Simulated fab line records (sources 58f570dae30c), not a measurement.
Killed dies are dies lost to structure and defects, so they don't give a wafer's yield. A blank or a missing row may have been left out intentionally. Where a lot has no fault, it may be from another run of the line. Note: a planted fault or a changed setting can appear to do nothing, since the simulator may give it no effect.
A single fault, viewed from 2 desks / flow berkeleyCmos170 / numbers are kept per desk, each desk with only its own; the story behind them comes last

## TOOL OWNER'S DESK, cmp-02
The tool's own readings at UCB170_V2_CMP_02 (polishes SiO2): means of the sampled wafers that have a number, for each lot that ran on this tool. If a lot's mean is further than 4 standard deviations from the usual mean, the lot is out of limits and carries the mark OUT (the distance appears in the brackets).
Columns: A = motorCurrentA at UCB170_V2_CMP_02, usual 16.3 A; B = slurryFilterDpKPa at UCB170_V2_CMP_02, usual 13.49 kPa
lot=L858; first seen here=day 8 11:04; A=15.3; B=13.49
lot=L860; first seen here=day 8 19:50; A=16.5; B=13.62
lot=L859; first seen here=day 8 21:49; A=17.2; B=13.55
lot=L863; first seen here=day 9 13:29; A=16.9; B=13.49
lot=L861; first seen here=day 9 14:28; A=15.3; B=13.39
lot=L864; first seen here=day 10 01:32; A=16.3; B=13.48
lot=L866; first seen here=day 10 11:58; A=15.9; B=13.49
lot=L880; first seen here=day 12 17:23; A=15.9; B=13.58
lot=L879; first seen here=day 12 22:34; A=17.1; B=13.52
lot=L881; first seen here=day 13 16:47; A=16.8; B=13.48
This desk's verdict: no lot among the 10 shows anything out of limits.

## METROLOGY DESK
Lot by lot, what the gauges showed, no matter which tool ran the lot: averages of those sampled wafers that carry a number. If a lot's mean is further than 4 standard deviations from the usual mean, the lot is out of limits and carries the mark OUT (the distance appears in the brackets).
Columns: A = V2_POLISHED_THK at UCB170_V2_THK_MEAS_04, usual 1000.5 nm
lot=L858; first seen here=day 8 11:26; A=1000.0
lot=L860; first seen here=day 8 20:15; A=1001.3
lot=L859; first seen here=day 8 22:16; A=1000.0
lot=L862; first seen here=day 9 13:41; A=1000.6
lot=L863; first seen here=day 9 13:55; A=1001.1
lot=L861; first seen here=day 9 14:54; A=1348.8 (+99 or more) OUT
lot=L864; first seen here=day 10 01:57; A=1350.7 (+99 or more) OUT
lot=L866; first seen here=day 10 12:20; A=1346.5 (+99 or more) OUT
lot=L873; first seen here=day 12 01:13; A=1000.5
lot=L874; first seen here=day 12 01:52; A=1000.9
lot=L876; first seen here=day 12 13:59; A=1000.0
lot=L880; first seen here=day 12 17:49; A=1000.2
lot=L878; first seen here=day 12 20:14; A=1001.6
lot=L879; first seen here=day 12 22:59; A=1001.2
lot=L881; first seen here=day 13 17:13; A=1000.9
This desk's result: L861, L864, L866 out of limits, first on L861 (V2_POLISHED_THK at UCB170_V2_THK_MEAS_04), day 9 14:54. L858, L860, L859, L862, L863, L873, L874, L876, L880, L878, L879, L881: within limits.

## ALL TOGETHER
Metrology desk: alarm possible at day 9 14:54 on L861, L864, L866.
Nothing out of limits was seen by the tool owner's desk.
Tool owner's desk: L861, L864, L866 on record, inside its limits.
Every lot named ran UCB170_V2_CMP_02 on cmp-02.

## WHAT THE SIMULATOR HAD INSERTED
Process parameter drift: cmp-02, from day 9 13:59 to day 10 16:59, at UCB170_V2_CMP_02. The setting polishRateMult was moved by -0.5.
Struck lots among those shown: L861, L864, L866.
Delay in hours, fault start to first out-of-limits reading, per desk: metrology desk 1.
